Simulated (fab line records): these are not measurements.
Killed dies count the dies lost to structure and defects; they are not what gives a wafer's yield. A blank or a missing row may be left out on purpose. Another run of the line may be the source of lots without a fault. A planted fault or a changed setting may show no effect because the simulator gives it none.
Which of the tools did it? :: flow berkeley cmos170 :: 7 lots, 21 wafers sampled, at 2 steps of a route of 331

WHAT THE GAUGES SHOWED, per wafer
UCB170_GATE_CD_MEAS_12: target cd 350 nm.
lot: L827
measured: day 7 09:35
on: cd sem-01
cd nm (nm): 351.8 352.2 351.1

lot: L832
measured: day 8 08:56
on: cd sem-01
cd nm (nm): 349.6 351.0 349.4

lot: L834
measured: day 9 03:44
on: cd sem-02
cd nm (nm): 350.9 349.0 350.7

lot: L838
measured: day 9 03:23
on: cd sem-02
cd nm (nm): 347.7 348.1 348.2

lot: L842
measured: day 11 00:16
on: cd sem-02
cd nm (nm): 351.7 352.3 351.6

lot: L844
measured: day 11 21:11
on: cd sem-02
cd nm (nm): 348.1 346.9 347.0

lot: L845
measured: day 11 21:22
on: cd sem-01
cd nm (nm): 349.6 349.4 349.2

TOOL THAT RAN EACH LOT (tool first, then ch and the chambers of the sampled wafers, then the start)
lot: L827
UCB170_ZERO_STRIP_07: plasma asher-04 ch 0, day 2 04:26

lot: L832
UCB170_ZERO_STRIP_07: plasma asher-04 ch 0,1, day 3 13:38

lot: L834
UCB170_ZERO_STRIP_07: plasma asher-04 ch 0,1, day 3 16:16

lot: L838
UCB170_ZERO_STRIP_07: plasma asher-02 ch 0,1, day 4 10:34

lot: L842
UCB170_ZERO_STRIP_07: plasma asher-02 ch 0,1, day 5 06:55

lot: L844
UCB170_ZERO_STRIP_07: plasma asher-04 ch 0,1, day 5 18:51

lot: L845
UCB170_ZERO_STRIP_07: plasma asher-03 ch 0,1, day 6 00:22
- UCB170_ZERO_STRIP_07: strips in O2.

THE ANSWER, worked out from the rows above alone
Rule: the lots themselves supply what counts as usual. Put in order of their means at a reading, lots are off if they are a third of the lots or fewer, leave a main group of 4 or more, and stand apart from it by a gap of 3 or more times the standard deviation of the main group's means; of several such gaps the widest counts. Not used: any main group whose means are identical at the precision the tables above print for the reading. Also off: a lot with no number at a reading for which 4 or more lots have one. Where the step has rows for the other lots, those lots are counted as sound.
Across all readings shown, no lot is off: no conclusion can be drawn from this.

WHAT THE SIMULATOR HAD PUT IN
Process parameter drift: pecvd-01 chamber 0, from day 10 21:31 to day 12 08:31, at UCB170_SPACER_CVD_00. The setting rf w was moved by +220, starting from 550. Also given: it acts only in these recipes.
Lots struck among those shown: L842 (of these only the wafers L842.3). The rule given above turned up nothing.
